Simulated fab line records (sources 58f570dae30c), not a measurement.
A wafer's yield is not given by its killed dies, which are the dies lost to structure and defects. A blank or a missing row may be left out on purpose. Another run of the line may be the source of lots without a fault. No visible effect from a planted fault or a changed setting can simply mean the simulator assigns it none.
Split-lot study / flow berkeleyCmos170 / on a route of 331 steps: 5 lots, 27 wafers read

THE SPLIT ITSELF
At UCB170_M1_METAL_ETCH_12 (etches Al in Cl2/BCl3, stops on PSG, target depth 780 nm, time 130 s), the setting timeS was moved away from the recipe's 130 s on 9 of the 27 wafers read, by -28.4% to -21.1%. All remaining wafers had this setting at the recipe value.

BETWEEN THE SPLIT AND THE READING: the file shows 1 step in between
- UCB170_M1_STRIP_13: strips in O2

THE READING
At UCB170_M1_CD_MEAS_90: cdNm in nanometres, against a target cd of 700 nm. On this fab line, fault-free wafers typically give 700.4 nm with a standard deviation of 2.4 nm.

wafer=L075.1; tool, chamber at the split=rieMetal-03, 0; timeS as run, s=102.6; against the recipe=-21.1%; cdNm, nm=713.5; against lot-mates on the recipe=+9.7
wafer=L075.2; tool, chamber at the split=rieMetal-03, 0; timeS as run, s=102.6; against the recipe=-21.1%; cdNm, nm=709.7; against lot-mates on the recipe=+5.9
wafer=L075.3; tool, chamber at the split=rieMetal-03, 0; timeS as run, s=102.6; against the recipe=-21.1%; cdNm, nm=710.2; against lot-mates on the recipe=+6.4
wafer=L075.4; tool, chamber at the split=rieMetal-03, 0; timeS as run, s=130; against the recipe=recipe; cdNm, nm=705.9; against lot-mates on the recipe=-
wafer=L075.5; tool, chamber at the split=rieMetal-03, 0; timeS as run, s=130; against the recipe=recipe; cdNm, nm=702.4; against lot-mates on the recipe=-
wafer=L075.6; tool, chamber at the split=rieMetal-03, 0; timeS as run, s=130; against the recipe=recipe; cdNm, nm=703.2; against lot-mates on the recipe=-
wafer=L079.3; tool, chamber at the split=rieMetal-04, 1; timeS as run, s=130; against the recipe=recipe; cdNm, nm=698.8; against lot-mates on the recipe=-
wafer=L079.4; tool, chamber at the split=rieMetal-04, 0; timeS as run, s=130; against the recipe=recipe; cdNm, nm=695.9; against lot-mates on the recipe=-
wafer=L079.6; tool, chamber at the split=rieMetal-04, 0; timeS as run, s=130; against the recipe=recipe; cdNm, nm=696.9; against lot-mates on the recipe=-
wafer=L081.1; tool, chamber at the split=rieMetal-01, 1; timeS as run, s=130; against the recipe=recipe; cdNm, nm=701.1; against lot-mates on the recipe=-
wafer=L081.2; tool, chamber at the split=rieMetal-01, 0; timeS as run, s=130; against the recipe=recipe; cdNm, nm=700.0; against lot-mates on the recipe=-
wafer=L081.3; tool, chamber at the split=rieMetal-01, 1; timeS as run, s=130; against the recipe=recipe; cdNm, nm=700.2; against lot-mates on the recipe=-
wafer=L081.4; tool, chamber at the split=rieMetal-01, 0; timeS as run, s=130; against the recipe=recipe; cdNm, nm=700.0; against lot-mates on the recipe=-
wafer=L081.5; tool, chamber at the split=rieMetal-01, 0; timeS as run, s=130; against the recipe=recipe; cdNm, nm=701.6; against lot-mates on the recipe=-
wafer=L081.6; tool, chamber at the split=rieMetal-01, 1; timeS as run, s=130; against the recipe=recipe; cdNm, nm=698.9; against lot-mates on the recipe=-
wafer=L084.1; tool, chamber at the split=rieMetal-03, 1; timeS as run, s=93.02; against the recipe=-28.4%; cdNm, nm=708.4; against lot-mates on the recipe=+8.6
wafer=L084.2; tool, chamber at the split=rieMetal-03, 0; timeS as run, s=130; against the recipe=recipe; cdNm, nm=698.2; against lot-mates on the recipe=-
wafer=L084.3; tool, chamber at the split=rieMetal-03, 1; timeS as run, s=130; against the recipe=recipe; cdNm, nm=699.6; against lot-mates on the recipe=-
wafer=L084.4; tool, chamber at the split=rieMetal-03, 0; timeS as run, s=93.02; against the recipe=-28.4%; cdNm, nm=706.3; against lot-mates on the recipe=+6.5
wafer=L084.5; tool, chamber at the split=rieMetal-03, 1; timeS as run, s=93.02; against the recipe=-28.4%; cdNm, nm=708.2; against lot-mates on the recipe=+8.4
wafer=L084.6; tool, chamber at the split=rieMetal-03, 0; timeS as run, s=130; against the recipe=recipe; cdNm, nm=701.6; against lot-mates on the recipe=-
wafer=L085.1; tool, chamber at the split=rieMetal-04, 1; timeS as run, s=130; against the recipe=recipe; cdNm, nm=700.9; against lot-mates on the recipe=-
wafer=L085.2; tool, chamber at the split=rieMetal-04, 0; timeS as run, s=130; against the recipe=recipe; cdNm, nm=702.0; against lot-mates on the recipe=-
wafer=L085.3; tool, chamber at the split=rieMetal-04, 0; timeS as run, s=97.47; against the recipe=-25.0%; cdNm, nm=709.4; against lot-mates on the recipe=+7.8
wafer=L085.4; tool, chamber at the split=rieMetal-04, 1; timeS as run, s=97.47; against the recipe=-25.0%; cdNm, nm=707.7; against lot-mates on the recipe=+6.1
wafer=L085.5; tool, chamber at the split=rieMetal-04, 1; timeS as run, s=130; against the recipe=recipe; cdNm, nm=702.0; against lot-mates on the recipe=-
wafer=L085.6; tool, chamber at the split=rieMetal-04, 0; timeS as run, s=97.47; against the recipe=-25.0%; cdNm, nm=710.0; against lot-mates on the recipe=+8.4

THE FIT
A straight line over all 27 wafers: cdNm changes by -0.334 nm for each +1% of timeS; r = -0.85; the points scatter about the line by 2.6 nm.
The same after taking each lot's own level away (the mean of its wafers on the recipe; 27 wafers): -0.297 nm for each +1%; r = -0.94; scatter 1.3 nm.
The reading moves by 8.5 nm for the largest change in timeS, on that fit.
The lots' own levels span 697.20 to 703.83 nm, that is 2.8 times the standard deviation above.
In other words, the slope is changed by the lot-to-lot level; the two fits disagree.
Check: with one of the wafers moved furthest among these (-28.4%) left out of the fit, the line predicts +8.48 nm for it against its lot-mates. Against them it came out at +8.6 nm.
Tool readings at the split's step, against how far the setting was moved: oesProductAu r = -0.98.

OTHER SPLITS ON THESE WAFERS
These wafers also went through other splits before the reading. Each is held against what the fit with the lots' levels taken away leaves over:
other split on the same wafers=UCB170_ZERO_ETCH_06 targetDepthA; wafers away from the commonest value=6; r with cdNm (lot level and that fit taken away)=+0.03
other split on the same wafers=UCB170_WELLDRIVE_OXIDATION_01 oxTimeS; wafers away from the commonest value=21; r with cdNm (lot level and that fit taken away)=+0.10
other split on the same wafers=UCB170_FIELD_WET_ETCH_06 timeS; wafers away from the commonest value=21; r with cdNm (lot level and that fit taken away)=-0.03
other split on the same wafers=UCB170_GATE_CVD_04 timeS; wafers away from the commonest value=18; r with cdNm (lot level and that fit taken away)=+0.13
other split on the same wafers=UCB170_SPACER_ETCHBACK_03 targetDepthA; wafers away from the commonest value=9; r with cdNm (lot level and that fit taken away)=+0.22
other split on the same wafers=UCB170_SILICIDE_SPUTTER_01 timeS; wafers away from the commonest value=9; r with cdNm (lot level and that fit taken away)=-0.06

THE WHOLE CHAIN: every reading that the file lists as answering this split, in the file's order
step=UCB170_M1_METAL_ETCH_12; what it does=etches Al in Cl2/BCl3, stops on PSG, target depth 780 nm, time 130 s; reading=oesProductAu; change (the file's fit)=-0.0052 a.u. for each +1% of the setting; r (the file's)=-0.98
step=UCB170_M1_METAL_ETCH_12; what it does=etches Al in Cl2/BCl3, stops on PSG, target depth 780 nm, time 130 s; reading=KrF_of_M1_COAT_04.thkNm (the simulator's own value, which no gauge read); change (the file's fit)=-4.5 nm for each +1% of the setting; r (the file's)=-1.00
step=UCB170_M1_METAL_ETCH_12; what it does=etches Al in Cl2/BCl3, stops on PSG, target depth 780 nm, time 130 s; reading=M1.featureDepthNm (the simulator's own value, which no gauge read); change (the file's fit)=+2.11 nm for each +1% of the setting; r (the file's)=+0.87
step=UCB170_M1_CD_MEAS_90; what it does=target cd 700 nm; reading=cdNm; change (the file's fit)=-0.299 nm for each +1% of the setting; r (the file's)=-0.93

THE FILE'S OWN FIT
cdNm changes by -0.299 nm for each +1% of timeS, r = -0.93.
